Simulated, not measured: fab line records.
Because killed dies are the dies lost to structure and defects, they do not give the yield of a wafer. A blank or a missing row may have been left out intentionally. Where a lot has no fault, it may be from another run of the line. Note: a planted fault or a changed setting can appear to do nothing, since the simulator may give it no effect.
Lot-split experiment + flow berkeley-cmos170 + 23 wafers read across 5 lots, on a route 331 steps long

ABOUT THE SPLIT
At UCB170_NWELL_IMPLANT_14, the setting energy-kev was moved away from the recipe's 150 on 11 of the 23 wafers read, by -4.6% to +4.0%. The other wafers ran this setting at the recipe's value.

The split's own step is where the reading is taken.

THE READING
The simulator's own value implant.drp-nm, read by no gauge, in nm at UCB170_NWELL_IMPLANT_14. There is no usual value for it anywhere in the file.

| wafer  | tool, chamber at the split | energy-kev as run | against the recipe | implant.drp-nm, nm | against lot-mates on the recipe |
|--------|----------------------------|-------------------|--------------------|--------------------|---------------------------------|
| L076.2 | implanter-02, 0            | 150               | recipe             | 62.72              | -                               |
| L076.4 | implanter-02, 0            | 150               | recipe             | 62.72              | -                               |
| L076.6 | implanter-02, 0            | 150               | recipe             | 62.72              | -                               |
| L080.1 | implanter-01, 0            | 150               | recipe             | 62.72              | -                               |
| L080.2 | implanter-01, 0            | 150               | recipe             | 62.72              | -                               |
| L080.3 | implanter-01, 0            | 143.1             | -4.6%              | 60.45              | -2.27                           |
| L080.4 | implanter-01, 0            | 143.1             | -4.6%              | 60.45              | -2.27                           |
| L080.6 | implanter-01, 0            | 143.1             | -4.6%              | 60.45              | -2.27                           |
| L081.1 | implanter-01, 0            | 150               | recipe             | 62.72              | -                               |
| L081.5 | implanter-01, 0            | 150               | recipe             | 62.72              | -                               |
| L081.6 | implanter-01, 0            | 150               | recipe             | 62.72              | -                               |
| L081.3 | implanter-01, 0            | 156               | +4.0%              | 64.6               | +1.88                           |
| L081.4 | implanter-01, 0            | 156               | +4.0%              | 64.6               | +1.88                           |
| L082.1 | implanter-01, 0            | 150               | recipe             | 62.72              | -                               |
| L082.4 | implanter-01, 0            | 150               | recipe             | 62.72              | -                               |
| L082.2 | implanter-01, 0            | 146.1             | -2.6%              | 61.45              | -1.27                           |
| L082.5 | implanter-01, 0            | 146.1             | -2.6%              | 61.45              | -1.27                           |
| L082.6 | implanter-01, 0            | 146.1             | -2.6%              | 61.45              | -1.27                           |
| L083.1 | implanter-04, 0            | 150               | recipe             | 62.72              | -                               |
| L083.2 | implanter-04, 0            | 150               | recipe             | 62.72              | -                               |
| L083.3 | implanter-04, 0            | 154.2             | +2.8%              | 64.04              | +1.32                           |
| L083.5 | implanter-04, 0            | 154.2             | +2.8%              | 64.04              | +1.32                           |
| L083.6 | implanter-04, 0            | 154.2             | +2.8%              | 64.04              | +1.32                           |

THE FIT
A straight line over all 23 wafers: implant.drp-nm changes by +0.483 nm for each +1% of energy-kev; r = +1.00; the points scatter about the line by 0.021 nm.
The same after taking each lot's own level away (the mean of its wafers on the recipe; 23 wafers): +0.483 nm for each +1%; r = +1.00; scatter 0.021 nm.
The reading moves by 2.2 nm for the largest change in energy-kev, on that fit.
The lots' own levels span 62.720 to 62.720 nm.
Consequently the slope shifts little with the lot-to-lot level, the two slopes agreeing.
Check: for one of the wafers moved furthest among these (-4.6%), held out of the fit, the line's prediction against its lot-mates is -2.23 nm. Against them it came out at -2.27 nm.

THE OTHER SPLITS THESE WAFERS WENT THROUGH
Other splits were also applied to these wafers ahead of the reading. Each is held against what the fit with the lots' levels taken away leaves over:
| other split on the same wafers     | wafers away from the commonest value | r with implant.drp-nm (lot level and that fit taken away) |
|------------------------------------|--------------------------------------|-----------------------------------------------------------|
| UCB170_ZERO_COAT_01 spin-rpm       | 10                                   | +0.47                                                     |
| UCB170_NWELL_CVD_04 pressure-mtorr | 15                                   | +0.18                                                     |

THE WHOLE CHAIN: every reading that the file lists as answering this split, in the file's order
| step                    | what it does | reading                                                         | change (the file's fit)               | r (the file's) |
|-------------------------|--------------|-----------------------------------------------------------------|---------------------------------------|----------------|
| UCB170_NWELL_IMPLANT_14 |              | implant.rp-nm (the simulator's own value, which no gauge read)  | +1.97 nm for each +1% of the setting  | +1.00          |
| UCB170_NWELL_IMPLANT_14 |              | implant.drp-nm (the simulator's own value, which no gauge read) | +0.482 nm for each +1% of the setting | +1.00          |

FILE'S OWN FIT
implant.drp-nm changes by +0.482 nm for each +1% of energy-kev, r = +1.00.
